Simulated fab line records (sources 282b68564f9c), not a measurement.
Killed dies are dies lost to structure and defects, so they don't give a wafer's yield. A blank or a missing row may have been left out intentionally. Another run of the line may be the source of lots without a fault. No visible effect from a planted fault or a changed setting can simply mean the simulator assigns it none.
A lot that was struck, set against a sound lot :: flow rit_cmos :: 20 out of 202 route steps
Sound: these wafers, L799.1, L799.3, L799.4. The struck wafers were L808.1, L808.5, L808.6. The cause is named last.
For every step that has rows: the tool of each side, followed by ch and its chambers, followed by its first start. Under that, the readings that differ: sound wafers :: struck wafers :: difference of the means :: sigmas: that difference in standard deviations of wafers without a fault.
alike: readings with means less than 2 such deviations apart, plus words and numbers identical on both sides. not compared: withheld readings, readings lacking a value on some wafer, bounds such as >300 that could conceal the same value, and numbers that have no deviation in the record and whose values overlap.
A row with sigmas, a row that says differs or no value, or rows on one side alone: a step with any of these is where the two part. Numbers that don't overlap but have no deviation are shown without sigmas and don't part them. A reading that every wafer of one side lacks parts them only if that side has two wafers or more.

first, 2 steps without rows for these wafers: RIT_NWELL_HARDBAKE_07 (time 120 s); RIT_NWELL_IMPLANT_08.
RIT_NWELL_STRIP_09: strips in O2, time 180 s.
  sound on plasma_asher-01 ch 0,1, day 3 03:34; struck on plasma_asher-02 ch 0,1, day 4 23:47
  alike: drypump_motor_current_A
  not compared: rf_hours_counter_h
RIT_NWELL_TW_MEAS_10:
  sound: film_metro-04 at day 3 03:44; struck: film_metro-02 at day 4 23:57
  alike: NWELL_TW
then, 6 steps without rows for these wafers: RIT_PWELL_HMDS_00 (prime time 60 s); RIT_PWELL_COAT_01 (resist thk 1300 nm); RIT_PWELL_SOFTBAKE_02 (time 60 s); RIT_PWELL_EXPOSE_03 (exposes mask M3, target cd 43700 nm); RIT_PWELL_PEB_04; RIT_PWELL_DEVELOP_05 (develop time 68 s).
RIT_PWELL_OVL_MEAS_06:
  sound: overlay-01 at day 3 04:49; struck: overlay-01 at day 5 00:53
  alike: PWELL_OVL
then, 1 step without rows for these wafers: RIT_PWELL_HARDBAKE_07 (time 120 s).
RIT_PWELL_IMPLANT_08:
  sound on implanter-01 ch 0, day 3 05:07; struck on implanter-03 ch 0, day 5 01:30
reading: end_station_pressure_torr (Torr)
sound: 5.3e-06 5.85e-06 5.89e-06
struck: 4.98e-06 4.61e-06 5.13e-06
difference: -7.73e-07
sigmas: -3
RIT_PWELL_STRIP_09: strips in O2, time 180 s.
  sound on plasma_asher-02 ch 0,1, day 3 05:16; struck on plasma_asher-04 ch 0,1, day 5 01:39
reading: drypump_motor_current_A (A)
sound: 5.8 6.5 5.7
struck: 4.8 4.8 5.2
difference: -1.1
sigmas: -2
  not compared: rf_hours_counter_h
RIT_PWELL_TW_MEAS_10:
  sound: film_metro-04 at day 3 05:26; struck: film_metro-01 at day 5 01:49
reading: PWELL_TW
sound: 961 959 956
struck: 1174 1168 1170
difference: +212
sigmas: +18
then, 1 step without rows for these wafers: RIT_WELLDRIVE_ANNEAL_00 (time 14700 s).
RIT_WELLDRIVE_RS_MEAS_01: uses a four-point probe to measure.
  sound: film_metro-01 at day 3 11:07; struck: film_metro-02 at day 5 06:58
  alike: NWELL_RS
RIT_WELLDRIVE_RS_MEAS_02: uses a four-point probe to measure.
  sound: film_metro-01 at day 3 11:14; struck: film_metro-02 at day 5 07:11
reading: PWELL_RS (ohm/sq)
sound: 429.5 429.2 430.5
struck: 280.4 281.7 281.7
difference: -148.5
sigmas: -99 or more
then, 1 step without rows for these wafers: RIT_NRETRO_HMDS_00 (prime time 60 s).
RIT_M1_PROBE_99:
  sound: prober-01 at day 4 15:11; struck: prober-01 at day 6 15:32
  alike: killed_at_front_end, killed_dies, killed_on_rim, killed_open, killed_short

== WHERE THEY PART ==
At RIT_PWELL_IMPLANT_08 first; at RIT_WELLDRIVE_RS_MEAS_02 last (within this record only). Later steps at which nothing parts them and some readings are alike: RIT_M1_PROBE_99.

WHY: what had been put in by the simulator
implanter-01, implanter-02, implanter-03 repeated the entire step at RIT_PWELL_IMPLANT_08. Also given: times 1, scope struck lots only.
